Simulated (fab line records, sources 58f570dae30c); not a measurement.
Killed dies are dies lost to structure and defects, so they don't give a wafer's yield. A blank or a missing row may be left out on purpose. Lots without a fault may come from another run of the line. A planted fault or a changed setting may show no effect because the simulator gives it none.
Chamber matching | flow berkeley_cmos170 | UCB170_V2_CMP_02 on cmp-01: 4 sister chambers
The step polishes SiO2. 18 wafers are shown with their chamber, then 9 later ones without.

WAFERS WITH THEIR CHAMBER
wafer  | chamber | motor_current_A (A) | head_pressure_psi (psi) | edge_zone_pressure_frac
L776.3 | 2       | 16.7                | 5.997                   | 0.999
L776.4 | 0       | 14.6                | 6.009                   | 1.010
L776.6 | 2       | 16.9                | 5.976                   | 0.994
L778.1 | 1       | 17.3                | 5.998                   | 1.011
L778.4 | 2       | 17.4                | 6.015                   | 0.995
L778.6 | 1       | 17.2                | 5.994                   | 0.999
L781.3 | 2       | 17.9                | 5.987                   | 0.998
L781.4 | 1       | 17.3                | 6.009                   | 1.007
L781.6 | 2       | 16.9                | 5.982                   | 1.007
L779.1 | 0       | 14.7                | 6.005                   | 0.995
L779.2 | 1       | 18.4                | 5.994                   | 1.008
L779.6 | 2       | 17.5                | 6.020                   | 1.001
L782.1 | 1       | 17.9                | 6.010                   | 0.993
L782.3 | 3       | 16.4                | 6.006                   | 1.004
L782.6 | 2       | 17.0                | 6.001                   | 1.010
L780.1 | 2       | 16.5                | 5.991                   | 0.998
L780.2 | 3       | 15.4                | 6.007                   | 0.996
L780.5 | 1       | 18.5                | 6.003                   | 1.005

SIGNATURES (means of the wafers above)
reading                 | chamber 0 | chamber 1 | chamber 2 | chamber 3 | scatter within a chamber
motor_current_A         | 14.650    | 17.767    | 17.100    | 15.900    | 0.515
head_pressure_psi       | 6.00700   | 6.00133   | 5.99613   | 6.00650   | 0.0117
edge_zone_pressure_frac | 1.00250   | 1.00383   | 1.00025   | 1.00000   | 0.00646
Rule: a wafer's distance from a chamber is the root of the sum, over the readings, of the square of ((its reading less the chamber's mean) divided by the reading's scatter). The wafer belongs to the nearest chamber; if the next one is less than 2 further off, it can't be placed. The scatter: the root of (the sum of the squares of (reading less its chamber's mean) over the shown wafers, divided by (wafers less chambers)).

WAFERS WITHOUT THEIR CHAMBER
wafer  | motor_current_A (A) | head_pressure_psi (psi) | edge_zone_pressure_frac
L785.4 | 14.3                | 5.992                   | 0.999
L785.5 | 17.7                | 6.012                   | 1.003
L785.6 | 18.9                | 5.992                   | 0.998
L783.1 | 16.5                | 6.007                   | 1.004
L783.3 | 16.3                | 5.996                   | 1.003
L783.6 | 15.1                | 5.970                   | 1.000
L786.1 | 14.8                | 5.998                   | 1.004
L786.2 | 18.4                | 5.996                   | 0.998
L786.6 | 14.5                | 6.006                   | 1.008

WHICH CHAMBER EACH WENT THROUGH
wafer  | from the rows above          | in truth
L785.4 | can't be placed: 0 or 3      | 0
L785.5 | can't be placed: 1 or 2      | 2
L785.6 | can't be placed: 1 or 2      | 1
L783.1 | can't be placed: 3 or 2 or 1 | 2
L783.3 | can't be placed: 3 or 2 or 1 | 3
L783.6 | can't be placed: 0 or 3 or 2 | 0
L786.1 | can't be placed: 0 or 3      | 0
L786.2 | can't be placed: 1 or 2      | 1
L786.6 | 0                            | 0
Placed correctly: 1 of 9. Can't be placed from these rows: 8 (the true chamber is among the candidates in 8). Placed wrongly: 0.
